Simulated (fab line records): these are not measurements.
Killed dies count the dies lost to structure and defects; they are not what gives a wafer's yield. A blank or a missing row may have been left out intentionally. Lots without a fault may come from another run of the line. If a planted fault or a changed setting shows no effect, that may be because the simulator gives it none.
fab line records | flow rit_cmos
record: lots: 13 | wafers: 39 | last_day: 8
route steps=202 shown ACTIVE@14 M1@202
lots untouched by any fault: they come from a run of this same line in which no faults occurred
start_h: the number of hours between the record's first day and the start of the first shown wafer of the lot | wait_h: hours from the lot's prior step to this one | " unchanged from the row above | L1.1+2: one row covering several wafers at once | - no value, or no start was given | * or withheld: withheld | < > ~ a bound
route shown NAME@n: a module of which the file shows steps, and the number in the route of the first | usual: average and standard deviation across the fault-free wafers | same: alike in all rows | chamber/n: place in a boat | sites: each site's reading | _std_site: the standard deviation of these | _edge_site: the outer-site mean with the inner-site mean subtracted | radius_mm: for every site, how far away it sits from the centre of the wafer | mask NAME#n: copy n | behind: the most recent tool/chamber to have shaped the wafer | hold: what put the lot on hold/how long, in hours/how the hold closed | device: transistor that didn't switch, given as n, p or np | end of line: tests of these same wafers at the route's end | for a step that has no rows: nothing shown but its recipe | killed: count of dies lost to structure and defects at first sort (not the wafer's yield) | map: a wafer's dies, x killed, . not, _ none there
set.NAME: setting as actually run; set.NAME@STEP: the setting as run at that earlier step | model.NAME: the simulator's own value behind a step, which no gauge read
steps of the route over a sample of lots; a table a step, a row a wafer
services: a tool's chamber out of use, with start hour (start_h, from the record's first day; less than 0 if before it), hours out, and reason
== steps ==
step: RIT_ACTIVE_ETCH_13
recipe: stop_on: SiO2 | chemistry: SF6 | target: Si3N4 | time_s: 210 | over_etch_frac: 0.4 | SF6_flow_sccm: 200 | pressure_mtorr: 260 | rf_w: 125 | target_depth_a: 2100
usual: chamber_pressure_mTorr: 260.00/0.22 | drypump_motor_current_A: 6.0/0.5 | oes_product_au: 0.815/0.011 | throttle_valve_pct: 7.53/0.12
lot.wafer | tool        | chamber | start_h | wait_h | chamber_pressure_mTorr | drypump_motor_current_A | oes_product_au | rf_hours_counter_h | throttle_valve_pct
L246.1    | rie_diel-04 | 3       | 15.21   | 0.1    | 260.09                 | 5.5                     | 0.816          | 90                 | 7.38
L246.5    | "           | 3       | "       | "      | 259.75                 | 5.4                     | 0.835          | -                  | 7.39
L246.6    | "           | 0       | "       | "      | 260.16                 | 6.1                     | 0.838          | -                  | 7.46
L247.4    | rie_diel-04 | 2       | 21.22   | 0.1    | 259.61                 | 5.6                     | 0.821          | 2                  | 7.37
L247.5    | "           | 1       | "       | "      | 259.83                 | 5.5                     | 0.818          | -                  | 7.73
L247.6    | "           | 0       | "       | "      | 260.02                 | 6.1                     | 0.838          | -                  | 7.47
L248.3    | rie_diel-04 | 1       | 25.78   | 0.1    | 259.90                 | 5.5                     | 0.823          | 53                 | 7.73
L248.4    | "           | 0       | "       | "      | 260.08                 | 6.1                     | 0.833          | 124                | 7.48
L248.5    | "           | 0       | "       | "      | 260.15                 | 6.1                     | 0.827          | -                  | 7.48
L249.1    | rie_diel-02 | 2       | 31.34   | 0.1    | 260.02                 | 5.7                     | 0.813          | 35                 | 7.53
L249.2    | "           | 0       | "       | "      | 259.96                 | 6.1                     | 0.801          | 40                 | 7.63
L249.5    | "           | 1       | "       | "      | 260.12                 | 6.4                     | 0.807          | -                  | 7.67
L250.2    | rie_diel-03 | 2       | 35.24   | 0.1    | 260.01                 | 6.7                     | 0.808          | 3                  | 7.39
L250.4    | "           | 3       | "       | "      | 259.56                 | 5.9                     | 0.829          | 4                  | 7.67
L250.6    | "           | 2       | "       | "      | 260.11                 | 6.7                     | 0.810          | -                  | 7.37
L251.1    | rie_diel-02 | 2       | 40.59   | 0.1    | 259.93                 | 5.7                     | 0.821          | 35                 | 7.54
L251.3    | "           | 0       | "       | "      | 259.91                 | 6.2                     | 0.811          | 40                 | 7.62
L251.4    | "           | 3       | "       | "      | 260.12                 | 5.1                     | 0.830          | 69                 | 7.43
L252.3    | rie_diel-03 | 2       | 45.70   | 0.1    | 259.73                 | 6.7                     | 0.806          | 3                  | 7.36
L252.4    | "           | 1       | "       | "      | 260.20                 | 6.0                     | 0.797          | 90                 | 7.52
L252.5    | "           | 1       | "       | "      | 260.05                 | 6.0                     | 0.804          | -                  | 7.52
L253.1    | rie_diel-03 | 2       | 51.82   | 0.1    | 260.27                 | 6.7                     | 0.809          | 3                  | 7.37
L253.3    | "           | 1       | "       | "      | 259.90                 | 6.0                     | 0.815          | 90                 | 7.54
L253.4    | "           | 0       | "       | "      | 259.78                 | 5.1                     | 0.806          | 13                 | 7.58
L256.3    | rie_diel-03 | 2       | 67.66   | 0.1    | 208.39                 | 6.7                     | 0.817          | 3                  | 7.37
L256.4    | "           | 0       | "       | "      | 208.04                 | 5.1                     | 0.811          | 13                 | 7.60
L256.5    | "           | 1       | "       | "      | 207.65                 | 6.0                     | 0.804          | -                  | 7.53
L258.1    | rie_diel-03 | 3       | 78.85   | 0.1    | 208.37                 | 5.9                     | 0.829          | 4                  | 7.65
L258.2    | "           | 1       | "       | "      | 207.78                 | 6.0                     | 0.804          | 91                 | 7.53
L258.5    | "           | 1       | "       | "      | 207.74                 | 6.0                     | 0.816          | -                  | 7.55
L262.1    | rie_diel-02 | 1       | 96.85   | 0.1    | 259.97                 | 6.4                     | 0.808          | 1                  | 7.66
L262.2    | "           | 0       | "       | "      | 260.22                 | 6.2                     | 0.789          | 41                 | 7.64
L262.4    | "           | 2       | "       | "      | 259.86                 | 5.7                     | 0.811          | 36                 | 7.54
L263.1    | rie_diel-02 | 0       | 101.56  | 0.1    | 259.76                 | 6.2                     | 0.813          | 41                 | 7.64
L263.2    | "           | 2       | "       | "      | 259.67                 | 5.8                     | 0.819          | 36                 | 7.52
L263.6    | "           | 1       | "       | "      | 259.74                 | 6.4                     | 0.817          | -                  | 7.67
L268.1    | rie_diel-02 | 3       | 127.66  | 0.1    | 260.19                 | 5.1                     | 0.835          | 70                 | 7.43
L268.2    | "           | 1       | "       | "      | 260.14                 | 6.4                     | 0.815          | 2                  | 7.66
L268.4    | "           | 2       | "       | "      | 259.91                 | 5.7                     | 0.806          | 36                 | 7.52
step: RIT_M1_PROBE_99
usual: killed_at_M0_to_M3: 0.0/0.12 | killed_at_front_end: 7.5/2.8 | killed_dies: 7.6/2.9 | killed_open: 3.7/2 | killed_short: 3.8/2
same: gross_dies: 264 | killed_at_M4_up: 0 | killed_at_back_side: 0 | killed_at_contacts: 0 | killed_at_other: 0
lot.wafer | tool      | chamber | start_h | wait_h | killed_at_M0_to_M3 | killed_at_front_end | killed_dies | killed_open | killed_short
L247.4    | prober-02 | -       | 76.55   | 0.2    | 0                  | 9                   | 9           | 3           | 6
L247.5    | prober-02 | -       | 76.60   | 0.2    | 0                  | 11                  | 11          | 5           | 6
L247.6    | prober-02 | -       | 76.65   | 0.2    | 0                  | 8                   | 8           | 6           | 2
L249.1    | prober-02 | -       | 85.90   | 0.1    | 0                  | 11                  | 11          | 8           | 2
L249.2    | prober-02 | -       | 85.95   | 0.1    | 1                  | 10                  | 11          | 4           | 5
L249.5    | prober-02 | -       | 86.10   | 0.2    | 0                  | 6                   | 6           | 2           | 3
killed by level:class
L247.4 REOX:geometric_particle:short=2 ACTIVE:geometric_particle:short=1 FOX1:geometric_particle:open=1 FOX1:geometric_particle:short=1 FOX2:geometric_particle:short=1 GATE:geometric_particle:short=1 SPACER:geometric_particle:open=1 SILICIDE:geometric_particle:open=1
L247.5 FOX1:geometric_particle:open=2 FOX1:geometric_particle:short=2 GATE:geometric_particle:short=2 SPACER:geometric_particle:short=2 GATE:geometric_particle:open=1 SPACER:geometric_particle:open=1 SILICIDE:geometric_particle:open=1
L247.6 GATE:geometric_particle:short=2 GATE:geometric_particle:open=2 SPACER:geometric_particle:open=2 SILICIDE:geometric_particle:open=2
L249.1 GATE:geometric_particle:open=5 FOX1:geometric_particle:open=3 GATE:geometric_particle:short=2 NSD:coat_microbubble_printed=1
L249.2 GATE:geometric_particle:short=3 NSD:coat_microbubble_printed=2 FOX1:geometric_particle:short=1 FOX1:geometric_particle:open=1 GATE:geometric_particle:open=1 SPACER:geometric_particle:short=1 SILICIDE:geometric_particle:open=1 M1:geometric_particle:open=1
L249.5 FOX2:geometric_particle:open=1 GATE:geometric_particle:short=1 REOX:geometric_particle:short=1 SILICIDE:geometric_particle:open=1 SILICIDE:geometric_particle:short=1 NSD:coat_microbubble_printed=1
== services ==
tool        | chamber | start_h | hours | kind
rie_diel-03 | 3       | 5.97    | 8.9   | repair
rie_diel-04 | 3       | 60.04   | 2.2   | repair
rie_diel-03 | 1       | 87.23   | 1.5   | repair
rie_diel-02 | 3       | 100.56  | 8.9   | repair
rie_diel-04 | -       | 107.70  | 28.1  | pm
rie_diel-03 | 0       | 109.68  | 10.8  | repair
== key ==
first_sign: step: RIT_ACTIVE_ETCH_13 | reading: chamber_pressure_mTorr | direction: down | sigmas: 99+ | usual: 260.00 | struck: 208.00
effect none on later readings
met_at RIT_ACTIVE_ETCH_13
struck_lots L256,L258
tester_left_out L256,L258
onset_between 51.82 67.66
fault: kind: process_parameter_drift | tool: rie_diel-03 | chamber: - | onset_h: 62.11 | steps: RIT_ACTIVE_ETCH_13 | channel: pressure_mtorr | offset: -52 | shape: step | end_h: 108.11 | acts_in: these_recipes_only | stated: 260
tester_left_out: of these lots the tester's yield and bins aren't shown, on N5 and GAA mostly nor the transistor test; their killed dies are dies lost to structure and defects alone, not to doping, threshold or leakage, so they don't give the yield
